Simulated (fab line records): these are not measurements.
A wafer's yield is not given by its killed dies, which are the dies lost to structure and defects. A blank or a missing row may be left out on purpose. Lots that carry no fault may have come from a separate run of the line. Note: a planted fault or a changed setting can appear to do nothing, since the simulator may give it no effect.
What tool caused it? | flow berkeley-cmos170 | 14 lots, 42 wafers sampled, at 7 steps of a route of 331

WHAT THE GAUGES READ, wafer by wafer
UCB170_GATE_OVL_MEAS_13. Usual: for GATE_OVL the level is -2 nm and the standard deviation is 4.7.
lot  | measured     | on         | GATE_OVL (nm) | flag
L132 | day 7 06:32  | overlay-01 | -4 4 3        |
L133 | day 7 07:00  | overlay-01 | 2 0 4         |
L135 | day 7 19:45  | overlay-01 | 2 -5 -7       |
L134 | day 7 19:53  | overlay-02 | -5 1 3        |
L136 | day 7 20:04  | overlay-01 | -10 -13 -4    |
L137 | day 8 10:32  | overlay-02 | -10 -3 -11    |
L138 | day 8 17:10  | overlay-02 | -1 3 -2       |
L139 | day 8 17:26  | overlay-02 | -7 0 -6       |
L144 | day 9 23:29  | overlay-02 | -4 -3 -2      |
L146 | day 10 00:13 | overlay-02 | -7 4 1        |
L150 | day 10 13:02 | overlay-01 | 6 -7 -1       |
L148 | day 10 13:17 | overlay-02 | 7 -1 -5       |
L151 | day 10 21:23 | overlay-02 | -9 -11 0      |
L153 | day 11 11:31 | overlay-02 | -7 -8 -8      |

UCB170_PLDD_OVL_MEAS_07. Usual: for PLDD_OVL the level is -1 nm and the standard deviation is 5.5.
lot  | measured     | on         | PLDD_OVL (nm) | flag
L132 | day 7 08:26  | overlay-01 | 4 -1 4        |
L133 | day 7 09:11  | overlay-02 | 14 6 4        |
L135 | day 7 21:23  | overlay-02 | 10 11 4       |
L134 | day 7 21:38  | overlay-01 | -5 5 3        |
L136 | day 7 21:53  | overlay-02 | -7 -3 1       |
L137 | day 8 12:33  | overlay-01 | -1 -6 -9      |
L138 | day 8 19:08  | overlay-01 | 7 -6 7        |
L139 | day 8 19:50  | overlay-02 | -2 -1 -1      |
L144 | day 10 01:13 | overlay-02 | 6 -9 -4       |
L146 | day 10 01:53 | overlay-02 | 0 -9 2        |
L150 | day 10 14:47 | overlay-02 | -14 -7 -11    |
L148 | day 10 15:02 | overlay-02 | -8 7 -5       |
L151 | day 10 23:01 | overlay-01 | -2 2 11       |
L153 | day 11 13:41 | overlay-02 | 1 0 5         |

UCB170_NLDD_TW_MEAS_11. Usual: for NLDD_TW the level is 2211 and the standard deviation is 20.
lot  | measured     | on            | NLDD_TW        | flag
L132 | day 7 10:56  | film-metro-02 | 2245 2253 2248 |
L133 | day 7 11:32  | film-metro-02 | 2245 2245 2239 |
L135 | day 8 00:11  | film-metro-04 | 2193 2200 2209 |
L134 | day 8 01:19  | film-metro-04 | 2186 2189 2199 |
L136 | day 8 01:29  | film-metro-02 | 2228 2214 2231 |
L137 | day 8 15:11  | film-metro-02 | 2229 2225 2217 |
L138 | day 8 21:29  | film-metro-04 | 2195 2196 2198 |
L139 | day 8 22:16  | film-metro-02 | 2218 2224 2218 |
L144 | day 10 03:50 | film-metro-04 | 2187 2191 2172 |
L146 | day 10 04:57 | film-metro-02 | 3161 3165 3168 | OFF
L150 | day 10 17:11 | film-metro-02 | 2231 2224 2215 |
L148 | day 10 17:27 | film-metro-04 | 3104 3090 3125 | OFF
L151 | day 11 01:23 | film-metro-02 | 2226 2218 2227 |
L153 | day 11 15:53 | film-metro-03 | 2202 2203 2205 |

UCB170_SDANNEAL_RS_MEAS_05: measures by four-point-probe. Usual: for NLDD_RS the level is 616.8 ohm/sq and the standard deviation is 1.6.
lot  | measured     | on            | NLDD_RS (ohm/sq)  | flag
L132 | day 8 03:46  | film-metro-02 | 617.0 618.6 616.9 |
L133 | day 8 03:11  | film-metro-02 | 617.7 616.8 617.2 |
L135 | day 8 12:11  | film-metro-02 | 616.3 617.0 616.1 |
L134 | day 8 12:21  | film-metro-04 | 614.1 616.7 616.9 |
L136 | day 8 11:53  | film-metro-04 | 616.5 615.3 615.9 |
L137 | day 9 06:10  | film-metro-04 | 616.6 618.0 617.3 |
L138 | day 9 10:55  | film-metro-04 | 615.6 614.1 615.4 |
L139 | day 9 10:26  | film-metro-02 | 618.6 620.8 618.0 |
L144 | day 10 14:08 | film-metro-03 | 616.8 617.3 617.9 |
L146 | day 10 16:02 | film-metro-03 | 173.2 173.0 173.0 | OFF
L150 | day 11 05:04 | film-metro-03 | 614.3 613.2 614.0 |
L148 | day 11 05:44 | film-metro-04 | 172.7 173.0 172.4 | OFF
L151 | day 11 12:56 | film-metro-04 | 616.2 616.9 617.2 |
L153 | day 12 02:10 | film-metro-04 | 617.7 617.3 616.1 |

TOOL THAT RAN EACH LOT (tool first, then ch and the chambers of the sampled wafers, then the start)
lot  | UCB170_GATE_STRIP_16                 | UCB170_NLDD_IMPLANT_08          | UCB170_NLDD_STRIP_10
L132 | plasma-asher-02 ch 1, day 7 06:40    | implanter-02 ch 0, day 7 10:28  | plasma-asher-04 ch 0,1, day 7 10:44
L133 | plasma-asher-02 ch 0,1, day 7 07:08  | implanter-01 ch 0, day 7 11:08  | plasma-asher-04 ch 0,1, day 7 11:26
L135 | plasma-asher-04 ch 0,1, day 7 19:52  | implanter-02 ch 0, day 7 23:47  | plasma-asher-04 ch 0,1, day 8 00:05
L134 | plasma-asher-03 ch 0,1, day 7 20:00  | implanter-03 ch 0, day 8 00:56  | plasma-asher-02 ch 0,1, day 8 01:12
L136 | plasma-asher-02 ch 0,1, day 7 20:13  | implanter-01 ch 0, day 8 01:07  | plasma-asher-01 ch 0,1, day 8 01:23
L137 | plasma-asher-03 ch 0, day 8 10:39    | implanter-01 ch 0, day 8 14:47  | plasma-asher-02 ch 0,1, day 8 15:04
L138 | plasma-asher-02 ch 0,1, day 8 17:19  | implanter-01 ch 0, day 8 21:07  | plasma-asher-04 ch 0,1, day 8 21:23
L139 | plasma-asher-03 ch 0,1, day 8 17:35  | implanter-02 ch 0, day 8 21:54  | plasma-asher-04 ch 0,1, day 8 22:11
L144 | plasma-asher-04 ch 0,1, day 9 23:37  | implanter-02 ch 0, day 10 03:26 | plasma-asher-01 ch 0,1, day 10 03:44
L146 | plasma-asher-03 ch 0,1, day 10 00:20 | implanter-01 ch 0, day 10 04:34 | plasma-asher-04 ch 0,1, day 10 04:50
L150 | plasma-asher-04 ch 0,1, day 10 13:11 | implanter-02 ch 0, day 10 16:50 | plasma-asher-04 ch 0,1, day 10 17:05
L148 | plasma-asher-02 ch 0,1, day 10 13:25 | implanter-01 ch 0, day 10 17:05 | plasma-asher-02 ch 0,1, day 10 17:22
L151 | plasma-asher-04 ch 0,1, day 10 21:30 | implanter-02 ch 0, day 11 00:59 | plasma-asher-02 ch 0,1, day 11 01:17
L153 | plasma-asher-02 ch 1, day 11 11:38   | implanter-03 ch 0, day 11 15:29 | plasma-asher-02 ch 0,1, day 11 15:47
- UCB170_GATE_STRIP_16: strips in O2.
- UCB170_NLDD_IMPLANT_08
- UCB170_NLDD_STRIP_10: strips in O2.

AS READ BY THE TOOLS THEMSELVES (means over the sampled wafers that have a number; for cases with no such wafer, the mark the record gives instead)
UCB170_GATE_STRIP_16. Usual: drypump-motor-current-A 5.57 A, standard deviation 0.28; oes-product-au 0.724 a.u., standard deviation 0.0047.
lot  | tool            | drypump-motor-current-A (A) | oes-product-au (a.u.) | flag
L132 | plasma-asher-02 | 6.01                        | 0.730                 |
L133 | plasma-asher-02 | 5.90                        | 0.728                 |
L135 | plasma-asher-04 | 5.31                        | 0.723                 |
L134 | plasma-asher-03 | 5.48                        | 0.724                 |
L136 | plasma-asher-02 | 5.89                        | 0.724                 |
L137 | plasma-asher-03 | 5.29                        | 0.722                 |
L138 | plasma-asher-02 | 5.76                        | 0.728                 |
L139 | plasma-asher-03 | 5.51                        | 0.725                 |
L144 | plasma-asher-04 | 5.38                        | 0.723                 |
L146 | plasma-asher-03 | 5.67                        | 0.725                 |
L150 | plasma-asher-04 | 5.35                        | 0.726                 |
L148 | plasma-asher-02 | 5.75                        | 0.717                 |
L151 | plasma-asher-04 | 5.32                        | 0.725                 |
L153 | plasma-asher-02 | 6.03                        | 0.727                 |

UCB170_NLDD_IMPLANT_08. Usual: beam-on-s 10.02 s, standard deviation 0.21; dose-ions-cm2 4.999e+13, standard deviation 5.2e+10; faraday-current-uA 158, standard deviation 3.3.
lot  | tool         | beam-on-s (s) | dose-ions-cm2 | faraday-current-uA | flag
L132 | implanter-02 | 10.14         | 4.998e+13     | 157                |
L133 | implanter-01 | 9.96          | 5.000e+13     | 159                |
L135 | implanter-02 | 10.17         | 5.005e+13     | 156                |
L134 | implanter-03 | 10.01         | 4.995e+13     | 159                |
L136 | implanter-01 | 10.29         | 4.999e+13     | 154                |
L137 | implanter-01 | 10.32         | 5.006e+13     | 153                |
L138 | implanter-01 | 10.10         | 4.993e+13     | 157                |
L139 | implanter-02 | 9.89          | 5.000e+13     | 161                |
L144 | implanter-02 | 9.93          | 5.002e+13     | 160                |
L146 | implanter-01 | 16.22         | 5.000e+14     | 976                | OFF
L150 | implanter-02 | 9.79          | 5.000e+13     | 162                |
L148 | implanter-01 | 16.32         | 5.000e+14     | 972                | OFF
L151 | implanter-02 | 9.98          | 5.001e+13     | 159                |
L153 | implanter-03 | 10.01         | 4.990e+13     | 158                |

UCB170_NLDD_STRIP_10. Usual: drypump-motor-current-A 5.57 A, standard deviation 0.29; oes-product-au 0.734 a.u., standard deviation 0.0043; strip-time-to-endpoint-s 21.64 s, standard deviation 0.071.
lot  | tool            | drypump-motor-current-A (A) | oes-product-au (a.u.) | strip-time-to-endpoint-s (s) | flag
L132 | plasma-asher-04 | 5.32                        | 0.734                 | 21.58                        |
L133 | plasma-asher-04 | 5.32                        | 0.735                 | 21.73                        |
L135 | plasma-asher-04 | 5.34                        | 0.738                 | 21.67                        |
L134 | plasma-asher-02 | 5.89                        | 0.730                 | 21.69                        |
L136 | plasma-asher-01 | 5.94                        | 0.730                 | 21.64                        |
L137 | plasma-asher-02 | 5.75                        | 0.734                 | 21.67                        |
L138 | plasma-asher-04 | 5.31                        | 0.735                 | 21.59                        |
L139 | plasma-asher-04 | 5.31                        | 0.738                 | 21.60                        |
L144 | plasma-asher-01 | 5.73                        | 0.731                 | 21.55                        |
L146 | plasma-asher-04 | 5.38                        | 0.685                 | 23.87                        | OFF
L150 | plasma-asher-04 | 5.33                        | 0.734                 | 21.57                        |
L148 | plasma-asher-02 | 5.88                        | 0.682                 | 23.90                        | OFF
L151 | plasma-asher-02 | 5.74                        | 0.735                 | 21.55                        |
L153 | plasma-asher-02 | 5.88                        | 0.731                 | 21.55                        |

THE ANSWER, worked out from the rows above alone
Rule: a lot is off if the mean of its wafers that have a number lies more than 3 standard deviations from the usual mean. A lot without any number at a reading at which 4 lots or more have one is off too. Any other lot the step has rows for is counted as sound. The gauges are gone through in route order, then the tools' own readings, and for those a lot's mean is taken as printed above. At the first step where some lot is off, the reading lying furthest off is the one used; lots without a number count as furthest.
Off: L146, L148, at UCB170_NLDD_TW_MEAS_11 (NLDD_TW).
If a tool, at a process step before that reading, ran all the lots that are off and no sound lot after the first of them, it fits. The gauges at UCB170_NLDD_TW_MEAS_11 aren't tried: what is off there is off at UCB170_NLDD_IMPLANT_08 too, on other tools, and a gauge's error can't cause that. One fits: implanter-01 at UCB170_NLDD_IMPLANT_08. A fault onset in the window from L138 (day 8 21:07, its last sound lot) to L146 (day 10 04:34, its first lot off) fits.
The tool's own readings at UCB170_NLDD_IMPLANT_08 bear it out: on the lots that are off they differ by more than 5 times the standard deviation of the sound lots' means. beam-on-s reads 16.27 s there against 10.05 s on the sound lots; dose-ions-cm2 reads 5.000e+14 there against 4.999e+13 on the sound lots; faraday-current-uA reads 974 there against 158 on the sound lots.

WHAT WAS PUT IN BY THE SIMULATOR
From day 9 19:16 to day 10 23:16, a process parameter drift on implanter-01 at UCB170_NLDD_IMPLANT_08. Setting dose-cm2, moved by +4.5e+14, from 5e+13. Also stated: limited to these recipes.
Shown lots that were struck: L146, L148. The same result came from the rule above.
